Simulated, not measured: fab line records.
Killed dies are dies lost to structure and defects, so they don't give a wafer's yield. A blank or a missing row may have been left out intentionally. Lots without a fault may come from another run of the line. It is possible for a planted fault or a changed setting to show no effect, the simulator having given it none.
fab line records | flow ritCmos
[record] lots = 6 | wafers = 18 | lastDay = 7
route steps=202 shown SILICIDE@167 CONTACT@168
lots untouched by any fault: they come from a run of this same line in which no faults occurred
startH: hours from the record's first day to the start of the lot's first wafer shown | waitH: hours since the lot's step before | " the same as in the row above | L1.1+2: a single row standing in for several wafers | - value missing, or start not given | * or withheld: withheld | < > ~ a bound
route shown NAME@n: NAME is a module with steps in the file, n the number in the route of the first one | usual: average and standard deviation across the fault-free wafers | same: alike in all rows | chamber/n: place in a boat | sites: each site's reading | _std_site: how widely they spread, as a standard deviation | _edge_site: the outer-site mean with the inner-site mean subtracted | radiusMm: for every site, how far away it sits from the centre of the wafer | mask NAME#n: copy n | behind: tool/chamber where the wafer was last shaped | hold: why the lot was held/for how many hours/how that ended | device: the transistor (n, p or np) that didn't switch | end of line: the route-end tests of the same wafers | a step with no rows: only its recipe | killed: at the first sort, the dies lost to defects and structure; wafer yield is something else | map: dies across one wafer; x = killed, . = not, _ = none there
set.NAME: the run value of the setting; set.NAME@STEP: its run value at that earlier step | model.NAME: the simulator's own value behind a step, which no gauge read
a table for each step, a row for each wafer; lots at some steps of the route
services: when a tool's chamber went out of use (startH, in hours from the record's first day, below 0 if earlier), for how many hours, and the reason
[[steps]]
[step RIT_SILICIDE_RTA_06]
[recipe] tempC = 750 | timeS = 10 | idleTempC = 25 | rampUpS = 5 | rampDownS = 10 | coolToC = 25 | ambient = N2
[usual] annealTempCMax = 752.5/0.6 | wafer_temp_C_max = 753.8/1.1
lot.wafer | tool         | chamber | startH | waitH | annealTempCMax | wafer_temp_C_max
L562.2    | rtpAnneal-02 | 0       | 67.47  | 0.0   | 751.7          | 755.5
L562.5    | "            | 0       | "      | "     | 753.4          | 754.8
L562.6    | "            | 0       | "      | "     | 753.5          | 755.1
L572.4    | rtpAnneal-02 | 0       | 117.34 | 0.0   | 752.0          | 753.7
L572.5    | "            | 0       | "      | "     | 752.5          | 755.3
L572.6    | "            | 0       | "      | "     | 753.6          | 754.3
L574.1    | rtpAnneal-02 | 0       | 125.94 | 0.0   | 752.1          | 754.7
L574.3    | "            | 0       | "      | "     | 751.6          | 753.9
L574.5    | "            | 0       | "      | "     | 752.4          | 754.3
L575.3    | rtpAnneal-01 | 0       | 127.15 | 0.0   | 752.9          | 752.6
L575.5    | "            | 0       | "      | "     | 751.9          | 753.3
L575.6    | "            | 0       | "      | "     | 752.2          | 752.9
L579.1    | rtpAnneal-01 | 0       | 149.09 | 0.0   | 753.1          | 755.0
L579.2    | "            | 0       | "      | "     | 752.0          | 753.0
L579.5    | "            | 0       | "      | "     | 752.2          | 753.0
L580.3    | rtpAnneal-02 | 0       | 155.68 | 0.0   | 752.5          | 756.1
L580.5    | "            | 0       | "      | "     | 752.5          | 754.9
L580.6    | "            | 0       | "      | "     | 752.3          | 755.6
[step RIT_CONTACT_CVD_00]
[recipe] material = SiO2 | targetThkNm = 400 | precursor = TEOS | tempC = 390 | timeS = 61 | rfW = 400
[usual] heaterPowerW = 310/32
lot.wafer | tool     | chamber | startH | waitH | heaterPowerW
L562.2    | pecvd-03 | 1       | 67.53  | 0.0   | 281
L562.5    | "        | 2       | "      | "     | 339
L562.6    | "        | 0       | "      | "     | 319
L572.4    | pecvd-02 | 2       | 117.40 | 0.0   | 303
L572.5    | "        | 0       | "      | "     | 271
L572.6    | "        | 1       | "      | "     | 328
L574.1    | pecvd-03 | 2       | 126.00 | 0.1   | 299
L574.3    | "        | 0       | "      | "     | 335
L574.5    | "        | 1       | "      | "     | 317
L575.3    | pecvd-02 | 1       | 127.20 | 0.0   | 286
L575.5    | "        | 1       | "      | "     | 296
L575.6    | "        | 2       | "      | "     | 298
L579.1    | pecvd-01 | 1       | 149.16 | 0.1   | 318
L579.2    | "        | 0       | "      | "     | 292
L579.5    | "        | 0       | "      | "     | 308
L580.3    | pecvd-03 | 2       | 155.73 | 0.0   | 286
L580.5    | "        | 2       | "      | "     | 308
L580.6    | "        | 1       | "      | "     | 336
[step RIT_CONTACT_THK_MEAS_01]
[recipe] reads = SiO2_of_CONTACT_CVD_00
[usual] CONTACT_TEOS_THK = 403/6.3
lot.wafer | tool         | chamber | startH | waitH | CONTACT_TEOS_THK[nm]
L562.2    | filmMetro-04 | -       | 67.59  | 0.0   | 400
L562.5    | "            | -       | "      | "     | 411
L562.6    | "            | -       | "      | "     | 395
L572.4    | filmMetro-04 | -       | 117.46 | 0.0   | 403
L572.5    | "            | -       | "      | "     | 407
L572.6    | "            | -       | "      | "     | 407
L574.1    | filmMetro-04 | -       | 126.06 | 0.0   | 407
L574.3    | "            | -       | "      | "     | 394
L574.5    | "            | -       | "      | "     | 414
L575.3    | filmMetro-04 | -       | 127.27 | 0.0   | 402
L575.5    | "            | -       | "      | "     | 402
L575.6    | "            | -       | "      | "     | 397
L579.1    | filmMetro-01 | -       | 149.21 | 0.0   | 398
L579.2    | "            | -       | "      | "     | 395
L579.5    | "            | -       | "      | "     | 402
L580.3    | filmMetro-01 | -       | 155.80 | 0.0   | 412
L580.5    | "            | -       | "      | "     | 413
L580.6    | "            | -       | "      | "     | 417
[step RIT_CONTACT_HMDS_02]
[recipe] primeTimeS = 60 | primeTempC = 140
[step RIT_CONTACT_COAT_03]
[recipe] resist = NOVOLAK | spinRpm = 3250 | resistThkNm = 1000
[step RIT_CONTACT_SOFTBAKE_04]
[recipe] resist = NOVOLAK | tempC = 90 | timeS = 60
[step RIT_CONTACT_EXPOSE_05]
[recipe] maskId = M11 | na = 0.6 | sourceShape = conventional | sigmaOuter = 0.5 | targetCdNm = 1000 | doseMj = 250
[step RIT_CONTACT_PEB_06]
[recipe] resist = NOVOLAK | tempC = withheld | timeS = withheld
[step RIT_CONTACT_DEVELOP_07]
[recipe] resist = NOVOLAK | developTimeS = 120 | devTempC = 23
[step RIT_CONTACT_CD_MEAS_08]
[recipe] targetCdNm = 1000
[usual] cdNm = 1000.4/2.6
lot.wafer | tool     | chamber | startH | waitH | cdNm
L562.2    | cdSem-01 | -       | 68.63  | -     | 1000.5
L562.5    | "        | -       | "      | "     | 1001.2
L562.6    | "        | -       | "      | "     | 1001.4
L572.4    | cdSem-01 | -       | 118.94 | -     | 999.4
L572.5    | "        | -       | "      | "     | 1000.8
L572.6    | "        | -       | "      | "     | 998.9
L574.1    | cdSem-01 | -       | 127.21 | -     | 999.7
L574.3    | "        | -       | "      | "     | 1002.2
L574.5    | "        | -       | "      | "     | 1000.3
L575.3    | cdSem-01 | -       | 128.44 | -     | 1003.3
L575.5    | "        | -       | "      | "     | 1001.7
L575.6    | "        | -       | "      | "     | 1002.5
L579.1    | cdSem-01 | -       | 150.36 | -     | 1004.0
L579.2    | "        | -       | "      | "     | 1001.3
L579.5    | "        | -       | "      | "     | 1004.4
L580.3    | cdSem-01 | -       | 156.85 | -     | 997.8
L580.5    | "        | -       | "      | "     | 999.6
L580.6    | "        | -       | "      | "     | 998.1
[step RIT_CONTACT_OVL_MEAS_09]
[usual] CONTACT_OVL = -0.4/1.6
lot.wafer | tool       | chamber | startH | waitH | CONTACT_OVL[nm]
L562.2    | overlay-02 | -       | 68.73  | 0.1   | -0.6
L562.5    | "          | -       | "      | "     | -2.3
L562.6    | "          | -       | "      | "     | -0.7
L572.4    | overlay-01 | -       | 119.01 | 0.1   | -0.4
L572.5    | "          | -       | "      | "     | 0.4
L572.6    | "          | -       | "      | "     | 0.9
L574.1    | overlay-02 | -       | 127.33 | 0.1   | 0.9
L574.3    | "          | -       | "      | "     | -0.9
L574.5    | "          | -       | "      | "     | 1.4
L575.3    | overlay-01 | -       | 128.53 | 0.1   | 0.3
L575.5    | "          | -       | "      | "     | -1.5
L575.6    | "          | -       | "      | "     | 0.5
L579.1    | overlay-01 | -       | 150.48 | 0.1   | 1.7
L579.2    | "          | -       | "      | "     | 1.9
L579.5    | "          | -       | "      | "     | -0.4
L580.3    | overlay-02 | -       | 156.94 | 0.1   | -2.7
L580.5    | "          | -       | "      | "     | -1.2
L580.6    | "          | -       | "      | "     | -0.7
[step RIT_CONTACT_HARDBAKE_10]
[recipe] resist = NOVOLAK | tempC = 140 | timeS = 60
[step RIT_CONTACT_ETCH_11]
[recipe] targetDepthA = 4800 | overEtchFrac = 0.2 | stopOn = TiSi2 | chemistry = CHF3/CF4/Ar | target = SiO2 | CHF3_flow_sccm = 50 | cf4FlowSccm = 10 | Ar_flow_sccm = 100 | O2_flow_sccm = 5 | pressureMtorr = 100 | rfW = 200 | timeS = 320
[usual] drypumpMotorCurrentA = 5.7/0.34 | oesProductAu = 0.987/0.011 | throttleValvePct = 8.90/0.13
lot.wafer | tool       | chamber | startH | waitH | drypumpMotorCurrentA | oesProductAu | rfHoursCounterH | throttleValvePct | model.NOVOLAK_of_CONTACT_COAT_03.thkNm
L562.2    | rieDiel-01 | 2       | 68.91  | 0.1   | 5.6                  | 0.995        | 109             | 8.99             | 762.2
L562.5    | "          | 2       | "      | "     | 5.6                  | 0.985        | -               | 8.97             | 762.2
L562.6    | "          | 1       | "      | "     | 5.2                  | 0.973        | -               | 8.91             | 759
L572.4    | rieDiel-01 | 0       | 119.28 | 0.1   | 5.8                  | 0.994        | -               | 8.87             | 769.7
L572.5    | "          | 2       | "      | "     | 5.6                  | 0.988        | -               | 8.98             | 765.9
L572.6    | "          | 1       | "      | "     | 5.2                  | 0.986        | -               | 8.93             | 783.4
L574.1    | rieDiel-03 | 3       | 127.51 | 0.1   | 5.9                  | 0.997        | 78              | 8.97             | 762.2
L574.3    | "          | 1       | "      | "     | 6.1                  | 0.981        | 142             | 8.74             | 759.8
L574.5    | "          | 2       | "      | "     | 5.9                  | 0.994        | -               | 9.07             | 766.8
L575.3    | rieDiel-01 | 2       | 128.71 | 0.1   | 5.6                  | 0.981        | 111             | 8.97             | 766
L575.5    | "          | 0       | "      | "     | 5.8                  | 0.986        | -               | 8.86             | 772.3
L575.6    | "          | 1       | "      | "     | 5.2                  | 0.980        | -               | 8.93             | 789.6
L579.1    | rieDiel-04 | 2       | 150.66 | 0.1   | 6.4                  | 0.995        | 9               | 9.11             | 772.7
L579.2    | "          | 3       | "      | "     | 5.6                  | 1.010        | 47              | 8.89             | 768.9
L579.5    | "          | 3       | "      | "     | 5.6                  | 1.006        | -               | 8.88             | 771.3
L580.3    | rieDiel-03 | 3       | 157.11 | 0.1   | 5.9                  | 0.994        | 79              | 8.98             | 759.5
L580.5    | "          | 3       | "      | "     | 6.0                  | 0.987        | -               | 8.98             | 763
L580.6    | "          | 0       | "      | "     | 5.7                  | 0.991        | -               | 8.64             | 763.8
[step RIT_CONTACT_STRIP_12]
[recipe] chemistry = O2 | timeS = 180 | resist = NOVOLAK | platenTempC = withheld | powerW = 500 | pressureMtorr = 4000 | o2FlowSccm = 4000
[usual] drypumpMotorCurrentA = 5.5/0.5
lot.wafer | tool           | chamber | startH | waitH | drypumpMotorCurrentA | rfHoursCounterH
L562.2    | plasmaAsher-04 | 1       | 69.11  | 0.1   | 6.0                  | 28
L562.5    | "              | 1       | "      | "     | 6.0                  | -
L562.6    | "              | 0       | "      | "     | 5.5                  | -
L572.4    | plasmaAsher-01 | 0       | 119.44 | 0.1   | 4.6                  | -
L572.5    | "              | 0       | "      | "     | 4.7                  | -
L572.6    | "              | 1       | "      | "     | 6.0                  | -
L574.1    | plasmaAsher-04 | 0       | 127.71 | 0.1   | 5.5                  | 35
L574.3    | "              | 0       | "      | "     | 5.5                  | -
L574.5    | "              | 1       | "      | "     | 6.0                  | -
L575.3    | plasmaAsher-04 | 0       | 128.96 | 0.2   | 5.5                  | -
L575.5    | "              | 1       | "      | "     | 6.0                  | -
L575.6    | "              | 0       | "      | "     | 5.5                  | -
L579.1    | plasmaAsher-03 | 0       | 150.86 | 0.1   | 5.7                  | 47
L579.2    | "              | 1       | "      | "     | 5.5                  | 47
L579.5    | "              | 0       | "      | "     | 5.7                  | -
L580.3    | plasmaAsher-04 | 1       | 157.37 | 0.2   | 6.0                  | -
L580.5    | "              | 0       | "      | "     | 5.5                  | -
L580.6    | "              | 1       | "      | "     | 6.1                  | -
[[services]]
tool           | chamber | startH | hours | kind
pecvd-02       | -       | 46.44  | 6.0   | pm
rieDiel-04     | 3       | 66.91  | 12.5  | repair
rieDiel-03     | 1       | 78.86  | 3.4   | repair
rieDiel-04     | 1       | 79.32  | 44.8  | repair
pecvd-03       | 0       | 83.72  | 1.8   | repair
pecvd-02       | -       | 86.01  | 2.8   | pm
rtpAnneal-02   | -       | 88.40  | 3.3   | pm
rieDiel-04     | 2       | 97.60  | 22.4  | repair
pecvd-03       | 0       | 97.82  | 2.4   | repair
rieDiel-04     | -       | 98.91  | 14.5  | repair
plasmaAsher-03 | -       | 107.97 | 28.1  | pm
pecvd-03       | 0       | 110.66 | 4.9   | repair
rieDiel-03     | -       | 111.41 | 2.3   | repair
rieDiel-01     | -       | 113.99 | 4.3   | pm
rieDiel-01     | 3       | 118.36 | 18.3  | repair
plasmaAsher-03 | -       | 136.07 | 14.6  | pm
plasmaAsher-04 | -       | 138.04 | 2.8   | pm
[[key]]
firstSign none at tools or gauges
[modelEffect] step = RIT_CONTACT_ETCH_11 | value = NOVOLAK_of_CONTACT_COAT_03.thkNm | without = 765.7 | struck = 786.5
metAt RIT_CONTACT_ETCH_11
struckWafers L572.6,L575.6
laterRowsLeftOut L572.6
sortLeftOut L572.6,L575.6
testerLeftOut L572,L575
onsetBetween 68.91 119.28
[fault] kind = processParameterDrift | tool = rieDiel-01 | chamber = 1 | onsetH = 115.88 | steps = RIT_CONTACT_ETCH_11 | channel = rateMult | offset = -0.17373 | shape = step | endH = 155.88
// testerLeftOut: of these lots the tester's yield and bins aren't shown, on N5 and GAA mostly nor the transistor test; their killed dies are dies lost to structure and defects alone, not to doping, threshold or leakage, so they don't give the yield
// sortLeftOut: the simulated sort isn't trusted on such a fault, so these wafers' sort isn't shown, and their yield isn't known
// laterRowsLeftOut: the simulator's readings of these wafers behind a module that went badly wrong aren't trusted and aren't shown, but for the sort
